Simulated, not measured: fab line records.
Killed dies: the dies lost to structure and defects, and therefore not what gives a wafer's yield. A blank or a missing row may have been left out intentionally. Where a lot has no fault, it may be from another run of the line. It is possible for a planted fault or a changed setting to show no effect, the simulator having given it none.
Which tool did it? :: flow berkeley_cmos170 :: Sampling: 14 lots, 42 wafers, 4 of 331 route steps

== WHAT EACH GAUGE READ, for each wafer ==
UCB170_NWELL_THK_MEAS_05.
lot: L958
measured: day 2 09:07
on: film_metro-03
NWELL_NITRIDE_THK (nm): 224.0 222.6 225.5

lot: L959
measured: day 2 15:23
on: film_metro-02
NWELL_NITRIDE_THK (nm): 226.6 225.6 227.4

lot: L960
measured: day 3 00:26
on: film_metro-02
NWELL_NITRIDE_THK (nm): 228.1 227.2 228.0

lot: L961
measured: day 3 00:27
on: film_metro-03
NWELL_NITRIDE_THK (nm): 226.0 226.7 225.1

lot: L963
measured: day 3 07:50
on: film_metro-04
NWELL_NITRIDE_THK (nm): 226.4 225.3 223.9

lot: L964
measured: day 3 12:41
on: film_metro-03
NWELL_NITRIDE_THK (nm): 223.4 223.2 224.4

lot: L966
measured: day 3 20:20
on: film_metro-04
NWELL_NITRIDE_THK (nm): 226.1 225.4 224.7

lot: L969
measured: day 4 13:07
on: film_metro-04
NWELL_NITRIDE_THK (nm): 226.9 226.0 226.0

lot: L970
measured: day 4 20:37
on: film_metro-03
NWELL_NITRIDE_THK (nm): 226.6 226.3 226.2

lot: L971
measured: day 4 20:37
on: film_metro-04
NWELL_NITRIDE_THK (nm): 223.9 225.3 225.5

lot: L973
measured: day 5 10:22
on: film_metro-02
NWELL_NITRIDE_THK (nm): 226.7 224.8 225.8

lot: L977
measured: day 6 06:28
on: film_metro-04
NWELL_NITRIDE_THK (nm): 223.0 222.7 222.3

lot: L978
measured: day 6 09:48
on: film_metro-04
NWELL_NITRIDE_THK (nm): 230.2 230.4 231.0

lot: L981
measured: day 7 02:46
on: film_metro-02
NWELL_NITRIDE_THK (nm): 229.5 229.0 228.0

UCB170_V1_CD_MEAS_90: the cd target is 700 nm.
lot: L958
measured: day 7 20:08
on: cd_sem-01
cd_nm (nm): 703.3 702.0 700.6

lot: L959
measured: day 8 05:19
on: cd_sem-02
cd_nm (nm): 697.4 698.2 698.7

lot: L960
measured: day 8 05:28
on: cd_sem-02
cd_nm (nm): 701.4 700.7 702.0

lot: L961
measured: day 8 05:36
on: cd_sem-01
cd_nm (nm): 698.8 697.5 698.4

lot: L963
measured: day 8 11:28
on: cd_sem-01
cd_nm (nm): 697.2 698.8 698.0

lot: L964
measured: day 8 17:28
on: cd_sem-02
cd_nm (nm): 703.0 700.3 703.0

lot: L966
measured: day 9 05:14
on: cd_sem-01
cd_nm (nm): 698.9 700.9 699.0

lot: L969
measured: day 9 14:02
on: cd_sem-02
cd_nm (nm): 701.8 702.9 703.1

lot: L970
measured: day 10 02:59
on: cd_sem-01
cd_nm (nm): 698.6 700.1 697.9

lot: L971
measured: day 10 02:45
on: cd_sem-01
cd_nm (nm): 699.0 700.2 698.1

lot: L973
measured: day 10 04:16
on: cd_sem-01
cd_nm (nm): 699.5 699.0 699.5

lot: L981
measured: day 12 07:53
on: cd_sem-02
cd_nm (nm): 699.9 698.9 699.3

== EACH LOT AND THE TOOL THAT RAN IT (in order: tool; ch and the chambers of the sampled wafers; start) ==
lot: L958
UCB170_NWELL_PEB_10: litho_track-01 ch 0, day 2 10:04
UCB170_PVT_STRIP_08: plasma_asher-02 ch 0,1, day 5 20:41

lot: L959
UCB170_NWELL_PEB_10: litho_track-02 ch 0, day 2 16:08
UCB170_PVT_STRIP_08: plasma_asher-03 ch 0,1, day 6 10:46

lot: L960
UCB170_NWELL_PEB_10: litho_track-02 ch 0, day 3 01:04
UCB170_PVT_STRIP_08: plasma_asher-04 ch 0,1, day 6 11:50

lot: L961
UCB170_NWELL_PEB_10: litho_track-03 ch 0, day 3 01:20
UCB170_PVT_STRIP_08: plasma_asher-04 ch 0,1, day 6 12:07

lot: L963
UCB170_NWELL_PEB_10: litho_track-03 ch 0, day 3 09:11
UCB170_PVT_STRIP_08: plasma_asher-03 ch 0,1, day 6 19:47

lot: L964
UCB170_NWELL_PEB_10: litho_track-01 ch 0, day 3 14:06
UCB170_PVT_STRIP_08: plasma_asher-03 ch 0,1, day 6 19:31

lot: L966
UCB170_NWELL_PEB_10: litho_track-01 ch 0, day 3 21:20
UCB170_PVT_STRIP_08: plasma_asher-03 ch 0,1, day 7 12:05

lot: L969
UCB170_NWELL_PEB_10: litho_track-01 ch 0, day 4 14:07
UCB170_PVT_STRIP_08: plasma_asher-04 ch 1, day 7 19:26

lot: L970
UCB170_NWELL_PEB_10: litho_track-03 ch 0, day 4 21:47
UCB170_PVT_STRIP_08: plasma_asher-03 ch 0,1, day 8 06:50

lot: L971
UCB170_NWELL_PEB_10: litho_track-03 ch 0, day 4 22:04
UCB170_PVT_STRIP_08: plasma_asher-02 ch 0,1, day 8 07:31

lot: L973
UCB170_NWELL_PEB_10: litho_track-02 ch 0, day 5 10:59
UCB170_PVT_STRIP_08: plasma_asher-02 ch 0,1, day 8 13:34

lot: L977
UCB170_NWELL_PEB_10: litho_track-01, day 6 08:29
UCB170_PVT_STRIP_08: -

lot: L978
UCB170_NWELL_PEB_10: litho_track-03, day 6 11:56
UCB170_PVT_STRIP_08: -

lot: L981
UCB170_NWELL_PEB_10: litho_track-01 ch 0, day 7 04:07
UCB170_PVT_STRIP_08: plasma_asher-04 ch 0,1, day 10 14:04
- UCB170_NWELL_PEB_10
- UCB170_PVT_STRIP_08: strips in O2.

== WHAT THE TOOLS THEMSELVES READ (means of the sampled wafers that have a number; where no wafer has one, the mark that the record gives instead) ==
UCB170_NWELL_PEB_10.
lot: L958
tool: litho_track-01
chill_plate_temp_C (C): 22.91
exhaust_pa (Pa): 45.3

lot: L959
tool: litho_track-02
chill_plate_temp_C (C): 23.08
exhaust_pa (Pa): 46.4

lot: L960
tool: litho_track-02
chill_plate_temp_C (C): 22.99
exhaust_pa (Pa): 45.9

lot: L961
tool: litho_track-03
chill_plate_temp_C (C): 22.94
exhaust_pa (Pa): 45.1

lot: L963
tool: litho_track-03
chill_plate_temp_C (C): 23.17
exhaust_pa (Pa): 45.8

lot: L964
tool: litho_track-01
chill_plate_temp_C (C): 22.91
exhaust_pa (Pa): 45.4

lot: L966
tool: litho_track-01
chill_plate_temp_C (C): 22.91
exhaust_pa (Pa): 46.0

lot: L969
tool: litho_track-01
chill_plate_temp_C (C): 22.88
exhaust_pa (Pa): 45.0

lot: L970
tool: litho_track-03
chill_plate_temp_C (C): 22.94
exhaust_pa (Pa): 45.5

lot: L971
tool: litho_track-03
chill_plate_temp_C (C): 22.77
exhaust_pa (Pa): 46.0

lot: L973
tool: litho_track-02
chill_plate_temp_C (C): 22.95
exhaust_pa (Pa): 45.6

lot: L977
tool: litho_track-01
chill_plate_temp_C (C): -
exhaust_pa (Pa): -

lot: L978
tool: litho_track-03
chill_plate_temp_C (C): -
exhaust_pa (Pa): -

lot: L981
tool: litho_track-01
chill_plate_temp_C (C): 23.04
exhaust_pa (Pa): 44.7

UCB170_PVT_STRIP_08.
lot: L958
tool: plasma_asher-02
drypump_motor_current_A (A): 5.4
o2_flow_sccm (sccm): 398.5
oes_product_au (a.u.): 0.733
strip_time_to_endpoint_s (s): 21.78

lot: L959
tool: plasma_asher-03
drypump_motor_current_A (A): 5.4
o2_flow_sccm (sccm): 399.7
oes_product_au (a.u.): 0.732
strip_time_to_endpoint_s (s): 21.61

lot: L960
tool: plasma_asher-04
drypump_motor_current_A (A): 6.0
o2_flow_sccm (sccm): 400.6
oes_product_au (a.u.): 0.735
strip_time_to_endpoint_s (s): 21.61

lot: L961
tool: plasma_asher-04
drypump_motor_current_A (A): 6.0
o2_flow_sccm (sccm): 399.7
oes_product_au (a.u.): 0.736
strip_time_to_endpoint_s (s): 21.57

lot: L963
tool: plasma_asher-03
drypump_motor_current_A (A): 5.4
o2_flow_sccm (sccm): 400.0
oes_product_au (a.u.): 0.734
strip_time_to_endpoint_s (s): 21.68

lot: L964
tool: plasma_asher-03
drypump_motor_current_A (A): 5.2
o2_flow_sccm (sccm): 398.8
oes_product_au (a.u.): 0.737
strip_time_to_endpoint_s (s): 21.61

lot: L966
tool: plasma_asher-03
drypump_motor_current_A (A): 5.4
o2_flow_sccm (sccm): 401.2
oes_product_au (a.u.): 0.738
strip_time_to_endpoint_s (s): 21.61

lot: L969
tool: plasma_asher-04
drypump_motor_current_A (A): 6.4
o2_flow_sccm (sccm): 399.7
oes_product_au (a.u.): 0.735
strip_time_to_endpoint_s (s): 21.59

lot: L970
tool: plasma_asher-03
drypump_motor_current_A (A): 5.4
o2_flow_sccm (sccm): 400.8
oes_product_au (a.u.): 0.733
strip_time_to_endpoint_s (s): 21.71

lot: L971
tool: plasma_asher-02
drypump_motor_current_A (A): 5.8
o2_flow_sccm (sccm): 399.0
oes_product_au (a.u.): 0.734
strip_time_to_endpoint_s (s): 21.66

lot: L973
tool: plasma_asher-02
drypump_motor_current_A (A): 5.8
o2_flow_sccm (sccm): 399.9
oes_product_au (a.u.): 0.734
strip_time_to_endpoint_s (s): 21.70

lot: L981
tool: plasma_asher-04
drypump_motor_current_A (A): 6.0
o2_flow_sccm (sccm): 401.1
oes_product_au (a.u.): 0.733
strip_time_to_endpoint_s (s): 21.67

== THE ANSWER, worked out from the rows above alone ==
Rule: the lots themselves supply what counts as usual. The widest of any qualifying gaps counts: lots, ordered by their means at a reading, are off when they make up no more than a third of the lots, leave a main group of 4 or more, and stand apart from it by 3 or more times the standard deviation of that group's means. If all means in a main group match to the digits the tables above print for the reading, that group is not used. Also off: a lot with no number at a reading for which 4 or more lots have one. Where the step has rows for the other lots, those lots are counted as sound. After the gauges, taken in route order, come the tools' own readings; for these a lot's mean is taken, as printed above. The first step at which some lot is off is used, and at that step the reading that is off furthest; a lot without a number counts as furthest.
Off, at UCB170_NWELL_PEB_10 on chill_plate_temp_C: L977, L978. Without a number there: L977, L978. The main group: mean 22.96 C, standard deviation 0.099.
A tool fits if, at that step or a process step before it, it ran every lot that is off, and no sound lot after the first of them. Not one of the candidates tried fits.

== WHAT THE SIMULATOR HAD PUT IN ==
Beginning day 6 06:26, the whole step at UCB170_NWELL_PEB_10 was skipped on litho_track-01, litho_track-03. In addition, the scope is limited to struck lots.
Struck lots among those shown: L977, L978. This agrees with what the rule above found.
